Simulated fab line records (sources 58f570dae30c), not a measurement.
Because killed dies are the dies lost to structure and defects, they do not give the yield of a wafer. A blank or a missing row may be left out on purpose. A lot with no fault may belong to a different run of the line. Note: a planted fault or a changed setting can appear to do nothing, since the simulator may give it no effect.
Which tool did it? -- flow berkeleyCmos170 -- 13 lots with 39 wafers sampled at 2 steps, on a route of 331 steps

WHAT THE GAUGES SHOWED, per wafer
The record holds no reading of a measuring or inspecting step that can be judged against a usual standard deviation.

TOOL THAT RAN EACH LOT (tool first, then ch and the chambers of the sampled wafers, then the start)
lot,UCB170_V1_ETCH_14,UCB170_V1_STRIP_15
L952,"rieDiel-03 ch 0,2,3, day 6 15:10","plasmaAsher-03 ch 0,1, day 6 15:20"
L953,"rieDiel-01 ch 1,2, day 7 08:17","plasmaAsher-03 ch 0,1, day 7 08:28"
L955,"rieDiel-04 ch 1,2,3, day 8 00:32","plasmaAsher-01 ch 0,1, day 8 00:45"
L957,"rieDiel-03 ch 0,1, day 8 00:45","plasmaAsher-02 ch 0,1, day 8 00:56"
L956,"rieDiel-01 ch 0,2,3, day 8 00:49","plasmaAsher-03 ch 0,1, day 8 01:00"
L958,"rieDiel-03 ch 0,2, day 8 01:01","plasmaAsher-03 ch 0,1, day 8 01:12"
L960,"rieDiel-01 ch 0,1,2, day 9 04:56","plasmaAsher-01 ch 1, day 9 05:07"
L961,"rieDiel-03 ch 0,1,2, day 9 05:10","plasmaAsher-02 ch 0,1, day 9 05:23"
L969,"rieDiel-04 ch 0,2, day 10 21:14","plasmaAsher-01 ch 0,1, day 10 21:26"
L971,"rieDiel-04 ch 1,2,3, day 11 17:24","plasmaAsher-02 ch 1, day 11 17:35"
L975,"rieDiel-03 ch 0,1,2, day 11 22:50","plasmaAsher-03 ch 0,1, day 11 23:01"
L974,"rieDiel-03 ch 0,2,3, day 12 01:22","plasmaAsher-02 ch 0,1, day 12 01:32"
L973,"rieDiel-04 ch 0,2,3, day 12 01:37","plasmaAsher-03 ch 0,1, day 12 01:48"
- UCB170_V1_ETCH_14: etches SiO2 in CHF3/CF4/Ar, stops on Al, target depth 1250 nm, time 291 s.
- UCB170_V1_STRIP_15: strips in O2.

AS READ BY THE TOOLS THEMSELVES (means over the sampled wafers that have a number; for cases with no such wafer, the mark the record gives instead)
UCB170_V1_ETCH_14.
lot,tool,drypumpMotorCurrentA (A),oesProductAu (a.u.),runLengthS (s),throttleValvePct (%)
L952,rieDiel-03,6.3,0.862,319.0,6.98
L953,rieDiel-01,5.7,0.885,319.4,6.93
L955,rieDiel-04,6.2,0.871,319.6,7.03
L957,rieDiel-03,6.1,0.855,319.1,7.00
L956,rieDiel-01,5.8,0.868,319.3,6.95
L958,rieDiel-03,6.6,0.851,319.0,7.05
L960,rieDiel-01,5.6,0.863,330.2,6.97
L961,rieDiel-03,6.4,0.858,319.1,7.02
L969,rieDiel-04,6.1,0.864,319.3,6.97
L971,rieDiel-04,6.2,0.870,319.4,7.03
L975,rieDiel-03,6.4,0.850,319.1,7.03
L974,rieDiel-03,6.3,0.861,319.2,6.98
L973,rieDiel-04,6.2,0.882,319.0,7.00

UCB170_V1_STRIP_15.
lot,tool,drypumpMotorCurrentA (A),oesProductAu (a.u.),stripTimeToEndpointS (s)
L952,plasmaAsher-03,5.50,0.722,15.32
L953,plasmaAsher-03,5.60,0.723,15.33
L955,plasmaAsher-01,5.40,0.719,15.15
L957,plasmaAsher-02,5.53,0.718,15.41
L956,plasmaAsher-03,5.62,0.719,15.41
L958,plasmaAsher-03,5.52,0.724,15.27
L960,plasmaAsher-01,5.38,0.726,15.02
L961,plasmaAsher-02,5.57,0.720,15.30
L969,plasmaAsher-01,5.44,0.717,15.25
L971,plasmaAsher-02,5.51,0.722,15.48
L975,plasmaAsher-03,5.59,0.723,15.39
L974,plasmaAsher-02,5.58,0.722,15.36
L973,plasmaAsher-03,5.61,0.721,15.43

THE ANSWER, worked out from the rows above alone
Rule: the usual values come from the lots themselves. The widest of any qualifying gaps counts: lots, ordered by their means at a reading, are off when they make up no more than a third of the lots, leave a main group of 4 or more, and stand apart from it by 3 or more times the standard deviation of that group's means. Not used: any main group whose means are identical at the precision the tables above print for the reading. A lot without any number at a reading at which 4 lots or more have one is off too. Any other lot the step has rows for is counted as sound. The gauges are gone through in route order, then the tools' own readings, and for those a lot's mean is taken as printed above. The first step at which some lot is off is used, and at that step the reading that is off furthest; a lot without a number counts as furthest.
Off at UCB170_V1_ETCH_14 (runLengthS): L960. For the main group the mean is 319.2 s and the standard deviation 0.18.
If a tool, at that step or one of the process steps before it, ran each lot that is off and ran no sound lot following the first of them, it fits. One candidate fits, namely rieDiel-01 at UCB170_V1_ETCH_14. Its last sound lot is L956 (day 8 00:49), its first lot that is off L960 (day 9 04:56): a fault that began between those two fits.
On the lots that are off, the tool's own readings at UCB170_V1_ETCH_14 differ by more than 5 times the standard deviation of the sound lots' means, which bears it out; runLengthS reads 330.2 s there versus 319.2 s on the sound lots.

WHAT WAS PUT IN BY THE SIMULATOR
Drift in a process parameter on rieDiel-01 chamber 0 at UCB170_V1_ETCH_14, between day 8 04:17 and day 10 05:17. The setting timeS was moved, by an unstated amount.
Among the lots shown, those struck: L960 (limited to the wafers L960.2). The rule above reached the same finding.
